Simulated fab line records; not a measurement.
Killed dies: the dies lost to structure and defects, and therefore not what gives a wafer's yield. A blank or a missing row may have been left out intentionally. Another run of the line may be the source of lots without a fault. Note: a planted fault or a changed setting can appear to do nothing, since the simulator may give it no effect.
Split-lot trial + flow rit cmos + 5 lots, 27 wafers read, on a route of 202 steps

THE SPLIT
At RIT_GATE_ETCH_19 (etches poly-Si in SF6/CHF3/O2, stops on SiO2, time 165 s, target depth 312.5 nm), the setting target depth a was moved away from the recipe's 3125 angstrom on 6 of the 27 wafers read, by -51.3% to +48.7%. This setting was run at the recipe's value on the other wafers.

The split's own step is where the reading is taken.

THE READING
oes product au, in a.u., at RIT_GATE_ETCH_19 (etches poly-Si in SF6/CHF3/O2, stops on SiO2, time 165 s, target depth 312.5 nm). On this fab line, fault-free wafers typically give 0.845 a.u. with a standard deviation of 0.017 a.u.

| wafer  | tool, chamber at the split | target depth a as run, angstrom | against the recipe | oes product au, a.u. | against lot-mates on the recipe |
|--------|----------------------------|---------------------------------|--------------------|----------------------|---------------------------------|
| L074.1 | rie si-01, 2               | 3125                            | recipe             | 0.851                | -                               |
| L074.2 | rie si-01, 0               | 3125                            | recipe             | 0.825                | -                               |
| L074.3 | rie si-01, 3               | 3125                            | recipe             | 0.831                | -                               |
| L074.4 | rie si-01, 2               | 3125                            | recipe             | 0.851                | -                               |
| L074.5 | rie si-01, 3               | 3125                            | recipe             | 0.837                | -                               |
| L074.6 | rie si-01, 0               | 3125                            | recipe             | 0.824                | -                               |
| L080.1 | rie si-01, 0               | 3125                            | recipe             | 0.826                | -                               |
| L080.2 | rie si-01, 3               | 3125                            | recipe             | 0.837                | -                               |
| L080.3 | rie si-01, 2               | 3125                            | recipe             | 0.852                | -                               |
| L080.4 | rie si-01, 0               | 3125                            | recipe             | 0.834                | -                               |
| L080.5 | rie si-01, 2               | 3125                            | recipe             | 0.857                | -                               |
| L080.6 | rie si-01, 3               | 3125                            | recipe             | 0.833                | -                               |
| L081.1 | rie si-02, 1               | 3125                            | recipe             | 0.850                | -                               |
| L081.4 | rie si-02, 2               | 3125                            | recipe             | 0.829                | -                               |
| L081.6 | rie si-02, 1               | 3125                            | recipe             | 0.856                | -                               |
| L084.1 | rie si-01, 3               | 3125                            | recipe             | 0.835                | -                               |
| L084.2 | rie si-01, 1               | 3125                            | recipe             | 0.878                | -                               |
| L084.3 | rie si-01, 0               | 3125                            | recipe             | 0.829                | -                               |
| L084.4 | rie si-01, 1               | 4647                            | +48.7%             | 0.679                | -0.168                          |
| L084.5 | rie si-01, 3               | 4647                            | +48.7%             | 0.643                | -0.204                          |
| L084.6 | rie si-01, 0               | 4647                            | +48.7%             | 0.642                | -0.205                          |
| L085.1 | rie si-02, 2               | 3125                            | recipe             | 0.829                | -                               |
| L085.2 | rie si-02, 0               | 1523                            | -51.3%             | 1.032                | +0.193                          |
| L085.3 | rie si-02, 1               | 3125                            | recipe             | 0.849                | -                               |
| L085.4 | rie si-02, 3               | 3125                            | recipe             | 0.838                | -                               |
| L085.5 | rie si-02, 3               | 1523                            | -51.3%             | 0.999                | +0.160                          |
| L085.6 | rie si-02, 0               | 1523                            | -51.3%             | 1.027                | +0.188                          |

THE FIT
A straight line over all 27 wafers: oes product au changes by -0.00364 a.u. for each +1% of target depth a; r = -0.99; the points scatter about the line by 0.015 a.u.
The same after taking each lot's own level away (the mean of its wafers on the recipe; 27 wafers): -0.00373 a.u. for each +1%; r = -0.99; scatter 0.015 a.u.
According to that fit, moving target depth a by its largest amount changes the reading by 0.19 a.u.
Measured against the standard deviation above, the lots' own levels, which go from 0.8365 to 0.8473 a.u., span 0.6 times it.
Hence the lot-to-lot level has little effect on the slope; both slopes agree.
Check: for one of the wafers moved furthest among these (-51.3%), held out of the fit, the line's prediction against its lot-mates is +0.188 a.u. Against them it came out at +0.193 a.u.
Tool readings at the split's step, against how far the setting was moved: oes product au r = -0.99.

THE OTHER SPLITS THESE WAFERS WENT THROUGH
These wafers also went through other splits before the reading. Each is held against what the fit with the lots' levels taken away leaves over:
| other split on the same wafers | wafers away from the commonest value | r with oes product au (lot level and that fit taken away) |
|--------------------------------|--------------------------------------|-----------------------------------------------------------|
| RIT_ACTIVE_CVD_03 time s       | 18                                   | -0.06                                                     |

THE WHOLE CHAIN: every reading that the file lists as answering this split, in the file's order
| step             | what it does                                                                    | reading                                                                         | change (the file's fit)                   | r (the file's) |
|------------------|---------------------------------------------------------------------------------|---------------------------------------------------------------------------------|-------------------------------------------|----------------|
| RIT_GATE_ETCH_19 | etches poly-Si in SF6/CHF3/O2, stops on SiO2, time 165 s, target depth 312.5 nm | oes product au                                                                  | -0.00373 a.u. for each +1% of the setting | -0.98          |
| RIT_GATE_ETCH_19 | etches poly-Si in SF6/CHF3/O2, stops on SiO2, time 165 s, target depth 312.5 nm | NOVOLAK_of_GATE_COAT_11.thk nm (the simulator's own value, which no gauge read) | -0.857 nm for each +1% of the setting     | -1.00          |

THE FILE'S OWN FIT
oes product au changes by -0.00373 a.u. for each +1% of target depth a, r = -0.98.
